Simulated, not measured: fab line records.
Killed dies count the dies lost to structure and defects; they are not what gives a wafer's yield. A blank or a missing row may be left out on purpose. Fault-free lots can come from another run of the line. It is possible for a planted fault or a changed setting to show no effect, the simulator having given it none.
Which tool was responsible? + flow berkeley cmos170 + 14 lots with 42 wafers sampled at 5 steps, on a route of 331 steps

## WHAT THE GAUGES READ, wafer by wafer
UCB170_PWELL_TW_MEAS_17.
| lot  | measured    | on            | PWELL_TW          |
|------|-------------|---------------|-------------------|
| L305 | day 3 04:37 | film metro-01 | 383.9 383.1 384.0 |
| L306 | day 3 05:10 | film metro-01 | 382.8 383.3 383.5 |
| L307 | day 3 11:26 | film metro-01 | 384.0 383.1 382.0 |
| L309 | day 3 18:47 | film metro-03 | 376.7 378.7 377.5 |
| L308 | day 3 18:52 | film metro-01 | 383.0 382.7 380.7 |
| L310 | day 3 19:09 | film metro-03 | 376.7 376.5 375.9 |
| L311 | day 4 05:21 | film metro-04 | 381.5 384.7 384.5 |
| L312 | day 4 10:54 | film metro-01 | 384.8 383.5 382.6 |
| L313 | day 4 16:55 | film metro-03 | 381.5 379.5 377.2 |
| L314 | day 5 03:27 | film metro-04 | 382.7 381.5 383.9 |
| L315 | day 5 07:44 | film metro-03 | 375.9 377.8 375.6 |
| L316 | day 5 08:02 | film metro-01 | 381.4 381.3 381.9 |
| L321 | day 6 12:17 | film metro-04 | 436.3 436.6 434.3 |
| L324 | day 6 22:30 | film metro-04 | 436.0 437.7 434.6 |

UCB170_SCREENOX_THK_MEAS_02.
| lot  | measured    | on            | SCREENOX_OXIDE_THK (nm) |
|------|-------------|---------------|-------------------------|
| L305 | day 5 14:29 | film metro-04 | 14.6 14.4 14.5          |
| L306 | day 5 14:32 | film metro-02 | 13.9 13.8 13.6          |
| L307 | day 5 14:33 | film metro-04 | 13.8 14.0 13.9          |
| L309 | day 6 05:15 | film metro-01 | 14.2 14.0 13.9          |
| L308 | day 6 05:17 | film metro-04 | 13.8 13.8 14.0          |
| L310 | day 6 05:16 | film metro-02 | 14.0 14.0 13.8          |
| L311 | day 6 20:19 | film metro-04 | 14.4 14.7 14.7          |
| L312 | day 7 00:26 | film metro-01 | 14.9 14.8 15.0          |
| L313 | day 7 11:22 | film metro-01 | 14.7 14.9 14.9          |
| L314 | day 7 11:22 | film metro-02 | 14.5 14.4 14.4          |
| L315 | day 7 21:31 | film metro-01 | 14.3 14.1 14.4          |
| L316 | day 7 21:32 | film metro-04 | 13.9 14.1 13.9          |
| L321 | day 8 19:47 | film metro-01 | 14.7 14.8 14.9          |
| L324 | day 9 01:56 | film metro-04 | 14.4 14.3 14.5          |

UCB170_GATE_CD_MEAS_90: target cd 350 nm.
| lot  | measured    | on        | cd nm (nm)        |
|------|-------------|-----------|-------------------|
| L305 | day 6 13:50 | cd sem-01 | 348.6 348.7 348.9 |
| L306 | day 6 13:44 | cd sem-02 | 348.9 347.8 348.5 |
| L307 | day 6 14:00 | cd sem-01 | 348.9 346.8 346.4 |
| L309 | day 7 04:49 | cd sem-02 | 348.2 349.4 350.3 |
| L308 | day 7 05:08 | cd sem-02 | 350.3 348.8 348.7 |
| L310 | day 7 05:24 | cd sem-02 | 347.3 348.0 347.9 |
| L311 | day 7 16:53 | cd sem-02 | 348.4 346.1 347.0 |
| L312 | day 7 21:38 | cd sem-02 | 350.4 350.7 351.1 |
| L313 | day 8 07:25 | cd sem-01 | 351.0 352.2 354.0 |
| L314 | day 8 07:02 | cd sem-01 | 349.8 352.5 351.3 |
| L315 | day 8 21:30 | cd sem-01 | 348.9 349.3 348.1 |
| L316 | day 8 21:16 | cd sem-01 | 351.4 352.2 352.4 |
| L321 | day 9 13:28 | cd sem-01 | 352.2 350.7 351.6 |
| L324 | day 9 21:51 | cd sem-02 | 350.7 351.0 351.2 |

## WHICH TOOL RAN EACH LOT (tool, then ch and the chambers of the sampled wafers, then the start)
| lot  | UCB170_PWELL_IMPLANT_15        | UCB170_ACTIVE_STRIP_16              |
|------|--------------------------------|-------------------------------------|
| L305 | implanter-02 ch 0, day 3 04:23 | plasma asher-02 ch 0,1, day 4 08:23 |
| L306 | implanter-03 ch 0, day 3 04:55 | plasma asher-04 ch 0,1, day 4 12:34 |
| L307 | implanter-01 ch 0, day 3 11:13 | plasma asher-04 ch 0,1, day 4 13:11 |
| L309 | implanter-01 ch 0, day 3 18:32 | plasma asher-04 ch 0,1, day 5 05:41 |
| L308 | implanter-02 ch 0, day 3 18:38 | plasma asher-02 ch 0,1, day 5 05:27 |
| L310 | implanter-03 ch 0, day 3 18:55 | plasma asher-01 ch 1, day 5 05:49   |
| L311 | implanter-02 ch 0, day 4 05:08 | plasma asher-04 ch 0,1, day 5 14:19 |
| L312 | implanter-02 ch 0, day 4 10:41 | plasma asher-04 ch 0,1, day 5 17:29 |
| L313 | implanter-02 ch 0, day 4 16:41 | plasma asher-02 ch 0,1, day 6 00:39 |
| L314 | implanter-02 ch 0, day 5 03:13 | plasma asher-04 ch 0,1, day 6 09:41 |
| L315 | implanter-03 ch 0, day 5 07:31 | plasma asher-04 ch 0,1, day 6 17:11 |
| L316 | implanter-01 ch 0, day 5 07:50 | plasma asher-01 ch 0,1, day 6 17:29 |
| L321 | implanter-02 ch 0, day 6 12:03 | plasma asher-01 ch 0,1, day 7 20:58 |
| L324 | implanter-02 ch 0, day 6 22:15 | plasma asher-01 ch 0,1, day 8 02:14 |
- UCB170_PWELL_IMPLANT_15
- UCB170_ACTIVE_STRIP_16: strips in O2.

## AS READ BY THE TOOLS THEMSELVES (means over the sampled wafers that have a number; for cases with no such wafer, the mark the record gives instead)
UCB170_PWELL_IMPLANT_15.
| lot  | tool         | dose ions cm2 | faraday current uA |
|------|--------------|---------------|--------------------|
| L305 | implanter-02 | 5.003e+12     | 16.4               |
| L306 | implanter-03 | 5.003e+12     | 15.8               |
| L307 | implanter-01 | 4.998e+12     | 15.7               |
| L309 | implanter-01 | 4.999e+12     | 15.9               |
| L308 | implanter-02 | 4.995e+12     | 15.9               |
| L310 | implanter-03 | 5.003e+12     | 16.0               |
| L311 | implanter-02 | 5.009e+12     | 15.8               |
| L312 | implanter-02 | 4.994e+12     | 15.8               |
| L313 | implanter-02 | 5.010e+12     | 16.0               |
| L314 | implanter-02 | 5.001e+12     | 15.8               |
| L315 | implanter-03 | 4.993e+12     | 15.8               |
| L316 | implanter-01 | 5.000e+12     | 16.0               |
| L321 | implanter-02 | 7.574e+12     | 24.1               |
| L324 | implanter-02 | 7.575e+12     | 23.5               |

UCB170_ACTIVE_STRIP_16.
| lot  | tool            | drypump motor current A (A) | oes product au (a.u.) | strip time to endpoint s (s) |
|------|-----------------|-----------------------------|-----------------------|------------------------------|
| L305 | plasma asher-02 | 5.73                        | 0.717                 | 18.03                        |
| L306 | plasma asher-04 | 5.71                        | 0.723                 | 18.06                        |
| L307 | plasma asher-04 | 5.72                        | 0.719                 | 18.10                        |
| L309 | plasma asher-04 | 5.76                        | 0.721                 | 18.03                        |
| L308 | plasma asher-02 | 5.86                        | 0.723                 | 18.20                        |
| L310 | plasma asher-01 | 6.26                        | 0.720                 | 18.11                        |
| L311 | plasma asher-04 | 5.71                        | 0.719                 | 18.09                        |
| L312 | plasma asher-04 | 5.77                        | 0.727                 | 18.03                        |
| L313 | plasma asher-02 | 5.85                        | 0.720                 | 18.07                        |
| L314 | plasma asher-04 | 5.77                        | 0.726                 | 18.05                        |
| L315 | plasma asher-04 | 5.73                        | 0.724                 | 18.18                        |
| L316 | plasma asher-01 | 6.16                        | 0.721                 | 18.07                        |
| L321 | plasma asher-01 | 6.09                        | 0.722                 | 18.11                        |
| L324 | plasma asher-01 | 6.17                        | 0.720                 | 18.10                        |

## THE ANSWER, worked out from the rows above alone
Rule: what is usual is taken from the lots themselves. The widest of any qualifying gaps counts: lots, ordered by their means at a reading, are off when they make up no more than a third of the lots, leave a main group of 4 or more, and stand apart from it by 3 or more times the standard deviation of that group's means. A main group is skipped when, at the precision printed for the reading in the tables above, its means are all equal. A lot without any number at a reading at which 4 lots or more have one is off too. All remaining lots with rows at the step are treated as sound. First the gauges in route order, then the tools' own readings, where a lot's mean is used as printed above. The first step at which some lot is off is used, and at that step the reading that is off furthest; a lot without a number counts as furthest.
Off: at UCB170_PWELL_TW_MEAS_17 (PWELL_TW), L321, L324. Main group: mean 381.1, sd 2.7.
A tool fits if, at a process step before that reading, it ran every lot that is off, and no sound lot after the first of them. The gauges at UCB170_PWELL_TW_MEAS_17 aren't tried: what is off there is off at UCB170_PWELL_IMPLANT_15 too, on other tools, and a gauge's error can't cause that. One fits: implanter-02 at UCB170_PWELL_IMPLANT_15. A fault onset in the window from L314 (day 5 03:13, its last sound lot) to L321 (day 6 12:03, its first lot off) fits.
The tool's own readings at UCB170_PWELL_IMPLANT_15 bear it out: on the lots that are off they differ by more than 5 times the standard deviation of the sound lots' means. dose ions cm2 reads 7.574e+12 there against 5.001e+12 on the sound lots; faraday current uA reads 23.8 there against 15.9 on the sound lots.

## WHAT THE SIMULATOR PUT IN
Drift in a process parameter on implanter-02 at UCB170_PWELL_IMPLANT_15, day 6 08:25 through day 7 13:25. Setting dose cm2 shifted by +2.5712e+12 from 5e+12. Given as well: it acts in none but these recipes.
Shown lots that were struck: L321, L324. The same result came from the rule above.
